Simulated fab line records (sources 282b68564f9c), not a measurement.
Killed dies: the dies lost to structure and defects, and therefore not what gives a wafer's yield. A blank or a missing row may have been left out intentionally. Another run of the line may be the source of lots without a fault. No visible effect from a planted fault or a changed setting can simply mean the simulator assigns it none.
Comparing a struck lot with a sound one | flow ritCmos | 28 out of 202 route steps
Sound: these wafers, L831.1, L831.3, L831.6. The struck wafers were L826.3, L826.5, L826.6. The cause is named last.
At each step with rows: each side's tool, then ch and its chambers, then its first start. Under that, the readings that differ: sound wafers | struck wafers | difference of the means | sigmas: that difference in standard deviations of wafers without a fault.
alike: readings with means less than 2 such deviations apart, plus words and numbers identical on both sides. not compared: withheld readings, readings lacking a value on some wafer, bounds such as >300 that could conceal the same value, and numbers that have no deviation in the record and whose values overlap.
The two part at a step that has a row with sigmas, a row that says differs or no value, or rows on one side only. Numbers that have no deviation but don't overlap get no sigmas and don't part them. Lack of a reading on every wafer of one side parts them only where that side has two or more wafers.

RIT_ACTIVE_BOW_MEAS_00:
  sound: filmMetro-01 at day 4 18:00; struck: filmMetro-03 at day 3 17:02
  alike: INCOMING_BOW
RIT_ACTIVE_OXIDATION_01: target thk 46.8 nm, ox time 3360 s.
  sound on furnace-01 ch 0, day 4 20:18; struck on furnace-03 ch 0, day 3 17:07
reading                                      | sound              | struck            | difference | sigmas
spikeTcCentreC (C)                           | 999.6 999.3 1001.3 | 984.3 985.6 986.2 | -14.7      | -6
zonePowerCentrePct (%)                       | 54 53 54           | 35 35 36          | -18        | -4
model.SiO2_of_ACTIVE_OXIDATION_01.thkNm (nm) | 45.9 45.88 46.53   | 41.18 41.45 41.89 | -4.60      | 
  alike: spikeTcSourceC
RIT_ACTIVE_THK_MEAS_02:
  sound: filmMetro-04 at day 4 22:14; struck: filmMetro-04 at day 3 19:04
reading               | sound          | struck         | difference | sigmas
ACTIVE_OXIDE_THK (nm) | 45.9 45.9 46.6 | 41.2 41.5 41.9 | -4.6       | -6
then, 1 step without rows for these wafers: RIT_ACTIVE_CVD_03 (deposits Si3N4 from SiH2Cl2/NH3, target thk 150 nm, time 1500 s).
RIT_ACTIVE_THK_MEAS_04:
  sound: filmMetro-04 at day 4 23:43; struck: filmMetro-04 at day 3 20:59
reading                 | sound             | struck            | difference | sigmas
ACTIVE_NITRIDE_THK (nm) | 149.4 150.6 150.1 | 154.8 153.3 153.0 | +3.7       | +2
then, 6 steps without rows for these wafers: RIT_ACTIVE_HMDS_05 (prime time 60 s); RIT_ACTIVE_COAT_06 (resist thk 1000 nm); RIT_ACTIVE_SOFTBAKE_07 (time 60 s); RIT_ACTIVE_EXPOSE_08 (exposes mask M1, target cd 1400 nm); RIT_ACTIVE_PEB_09; RIT_ACTIVE_DEVELOP_10 (develop time 50 s).
RIT_ACTIVE_CD_MEAS_11: target cd 1400 nm.
  sound: cdSem-02 at day 5 00:55; struck: cdSem-01 at day 3 22:02
  alike: cdNm
then, 1 step without rows for these wafers: RIT_ACTIVE_HARDBAKE_12 (time 60 s).
RIT_ACTIVE_ETCH_13: etches Si3N4 in SF6, stops on SiO2, time 210 s, target depth 210 nm.
  sound on rieDiel-04 ch 2,3, day 5 01:11; struck on rieDiel-04 ch 0,2,3, day 3 22:16
  alike: chamberPressureMTorr, drypumpMotorCurrentA, oesProductAu, rfFwdPowerW, throttleValvePct
  not compared: rfHoursCounterH
RIT_ACTIVE_STRIP_14: strips in O2, time 180 s.
  sound on plasmaAsher-02 ch 0,1, day 5 01:19; struck on plasmaAsher-03 ch 0,1, day 3 22:27
  alike: chamberPressureMTorr, drypumpMotorCurrentA
  not compared: rfHoursCounterH
RIT_ACTIVE_CD_MEAS_90: target cd 1400 nm.
  sound: cdSem-02 at day 5 01:29; struck: cdSem-02 at day 3 22:37
  alike: cdNm
then, 4 steps without rows for these wafers: RIT_ACTIVE_CLEAN_15 (cleans in SC1, time 600 s); RIT_ACTIVE_CLEAN_16 (cleans in dHF, time 30 s); RIT_ACTIVE_CLEAN_17 (cleans in SC2, time 600 s); RIT_FOX1_OXIDATION_00 (target thk 350.7 nm, ox time 1130 s).
RIT_FOX1_THK_MEAS_01:
  sound: filmMetro-03 at day 5 03:17; struck: filmMetro-02 at day 4 03:41
  alike: FOX1_OXIDE_THK
then, 2 steps without rows for these wafers: RIT_FOX1_WET_ETCH_02 (etches SiO2 in BOE, target depth 350 nm, time 390 s); RIT_FOX2_OXIDATION_00 (target thk 350.7 nm, ox time 1130 s).
RIT_FOX2_THK_MEAS_01:
  sound: filmMetro-04 at day 5 04:47; struck: filmMetro-04 at day 4 07:11
  alike: FOX2_OXIDE_THK
then, 1 step without rows for these wafers: RIT_FOX2_CLEAN_02 (cleans in dHF, time 171.4 s).
RIT_FOX2_WET_ETCH_03: etches Si3N4 in H3PO4, target depth 195 nm, time 2700 s.
  sound on wetBench-04 ch 1, day 5 04:54; struck on wetBench-04 ch 1, day 4 07:17
reading                                      | sound             | struck            | difference | sigmas
model.SiO2_of_ACTIVE_OXIDATION_01.thkNm (nm) | 38.59 40.58 41.17 | 36.72 34.85 37.18 | -3.86      | 
RIT_FOX2_THK_MEAS_90:
  sound: filmMetro-01 at day 5 05:40; struck: filmMetro-02 at day 4 08:04
  alike: FIELD_OXIDE_LEFT_1_THK
RIT_M1_PROBE_99:
  sound: prober-02 at day 6 20:15; struck: prober-01 at day 6 00:02
  alike: killedAtContacts, killedAtFrontEnd, killedDies, killedOnRim, killedOpen, killedShort

== WHERE THEY PART ==
At RIT_ACTIVE_OXIDATION_01 first; at RIT_ACTIVE_THK_MEAS_04 last (within this record only). Later steps at which nothing parts them and some readings are alike: RIT_ACTIVE_CD_MEAS_11, RIT_ACTIVE_ETCH_13, RIT_ACTIVE_STRIP_14, RIT_ACTIVE_CD_MEAS_90, RIT_FOX1_THK_MEAS_01, RIT_FOX2_THK_MEAS_01, RIT_FOX2_THK_MEAS_90, RIT_M1_PROBE_99.

WHY: what the simulator had put in
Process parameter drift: furnace-03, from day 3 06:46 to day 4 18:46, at RIT_ACTIVE_OXIDATION_01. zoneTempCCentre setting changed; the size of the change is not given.
